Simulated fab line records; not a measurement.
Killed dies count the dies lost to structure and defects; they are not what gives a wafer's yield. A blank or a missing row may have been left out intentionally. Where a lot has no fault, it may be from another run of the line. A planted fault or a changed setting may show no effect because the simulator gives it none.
Split-lot experiment | flow berkeley cmos170 | 5 lots, 23 wafers read, on a route of 331 steps

THE SPLIT ITSELF
At UCB170_FIELD_OXIDATION_01 (target thk 558.3 nm, ox time 7200 s), the setting ox time s was moved away from the recipe's 7200 s on 15 of the 23 wafers read, by -9.5% to +14.3%. All remaining wafers had this setting at the recipe value.

The reading is taken at the split's own step.

THE READING
SiO2_of_FIELD_OXIDATION_01.thk nm (the simulator's own value, which no gauge read), in nm, at UCB170_FIELD_OXIDATION_01 (target thk 558.3 nm, ox time 7200 s). The file does not state a usual value for it. Here, 8 wafers ran the recipe; their average is 552.7 nm with a standard deviation of 3.5 nm.

wafer  | tool, chamber at the split | ox time s as run, s | against the recipe | SiO2_of_FIELD_OXIDATION_01.thk nm, nm | against lot-mates on the recipe
L074.1 | -, -                       | 7200                | recipe             | 555.8                                 | -
L074.3 | -, -                       | 7200                | recipe             | 547.3                                 | -
L074.4 | -, -                       | 7200                | recipe             | 549.8                                 | -
L074.5 | -, -                       | 7200                | recipe             | 555.2                                 | -
L074.6 | -, -                       | 7200                | recipe             | 557.1                                 | -
L082.2 | -, -                       | 6519                | -9.5%              | 546.5                                 | no lot-mate on the recipe
L082.3 | -, -                       | 6519                | -9.5%              | 538.7                                 | no lot-mate on the recipe
L082.4 | -, -                       | 6519                | -9.5%              | 533.9                                 | no lot-mate on the recipe
L082.5 | -, -                       | 6519                | -9.5%              | 547.1                                 | no lot-mate on the recipe
L082.6 | -, -                       | 6519                | -9.5%              | 544.8                                 | no lot-mate on the recipe
L083.1 | -, -                       | 8232                | +14.3%             | 615.3                                 | no lot-mate on the recipe
L083.2 | -, -                       | 8232                | +14.3%             | 617.5                                 | no lot-mate on the recipe
L083.4 | -, -                       | 8232                | +14.3%             | 621                                   | no lot-mate on the recipe
L083.5 | -, -                       | 8232                | +14.3%             | 612.4                                 | no lot-mate on the recipe
L083.6 | -, -                       | 8232                | +14.3%             | 609.1                                 | no lot-mate on the recipe
L084.3 | furnace-01, 0              | 7200                | recipe             | 554.6                                 | -
L084.5 | furnace-01, 0              | 7200                | recipe             | 553.6                                 | -
L084.6 | furnace-01, 0              | 7200                | recipe             | 548.3                                 | -
L085.1 | -, -                       | 7594                | +5.5%              | 566.3                                 | no lot-mate on the recipe
L085.3 | -, -                       | 7594                | +5.5%              | 566.1                                 | no lot-mate on the recipe
L085.4 | -, -                       | 7594                | +5.5%              | 571.4                                 | no lot-mate on the recipe
L085.5 | -, -                       | 7594                | +5.5%              | 575                                   | no lot-mate on the recipe
L085.6 | -, -                       | 7594                | +5.5%              | 560.6                                 | no lot-mate on the recipe

FIT RESULTS
A straight line over all 23 wafers: SiO2_of_FIELD_OXIDATION_01.thk nm changes by +3.07 nm for each +1% of ox time s; r = +0.92; the points scatter about the line by 11 nm.
Too few moved wafers with a lot-mate on the recipe to fit a line net of each lot's own level.

FILE'S OWN FIT
SiO2_of_FIELD_OXIDATION_01.thk nm changes by +3.07 nm for each +1% of ox time s, r = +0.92.
